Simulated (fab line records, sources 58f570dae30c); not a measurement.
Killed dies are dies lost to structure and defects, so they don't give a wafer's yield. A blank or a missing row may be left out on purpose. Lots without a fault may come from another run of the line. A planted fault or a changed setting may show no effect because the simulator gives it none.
Which tool did it? | flow berkeley_cmos170 | 7 lots, 21 wafers sampled, at 1 step of a route of 331

WHAT THE GAUGES READ, wafer by wafer
UCB170_SILICIDE_THK_MEAS_03: measures by xrf.
lot  | measured     | on            | SILICIDE_TI_THK (nm)
L466 | day 7 06:47  | film_metro-02 | 29.8 29.6 29.8
L468 | day 7 13:36  | film_metro-01 | 30.1 30.2 30.0
L472 | day 7 15:46  | film_metro-04 | 30.2 29.8 30.4
L474 | day 8 15:58  | film_metro-04 | 30.4 30.6 30.5
L482 | day 10 09:52 | film_metro-04 | 29.8 29.9 29.9
L489 | day 11 15:28 | film_metro-04 | 30.0 29.9 29.8
L488 | day 11 16:05 | film_metro-02 | 29.9 30.2 30.5

WHICH TOOL RAN EACH LOT (tool, then ch and the chambers of the sampled wafers, then the start)
The record holds no process step before these readings.

THE ANSWER, worked out from the rows above alone
Rule: what is usual is taken from the lots themselves. Put in order of their means at a reading, lots are off if they are a third of the lots or fewer, leave a main group of 4 or more, and stand apart from it by a gap of 3 or more times the standard deviation of the main group's means; of several such gaps the widest counts. A main group whose means are all the same, to the digits that the tables above print for the reading, isn't used. A lot without any number at a reading at which 4 lots or more have one is off too. The other lots that the step has rows for count as sound.
No lot is off at any reading shown: from this, nothing can be told.

WHAT THE SIMULATOR HAD PUT IN
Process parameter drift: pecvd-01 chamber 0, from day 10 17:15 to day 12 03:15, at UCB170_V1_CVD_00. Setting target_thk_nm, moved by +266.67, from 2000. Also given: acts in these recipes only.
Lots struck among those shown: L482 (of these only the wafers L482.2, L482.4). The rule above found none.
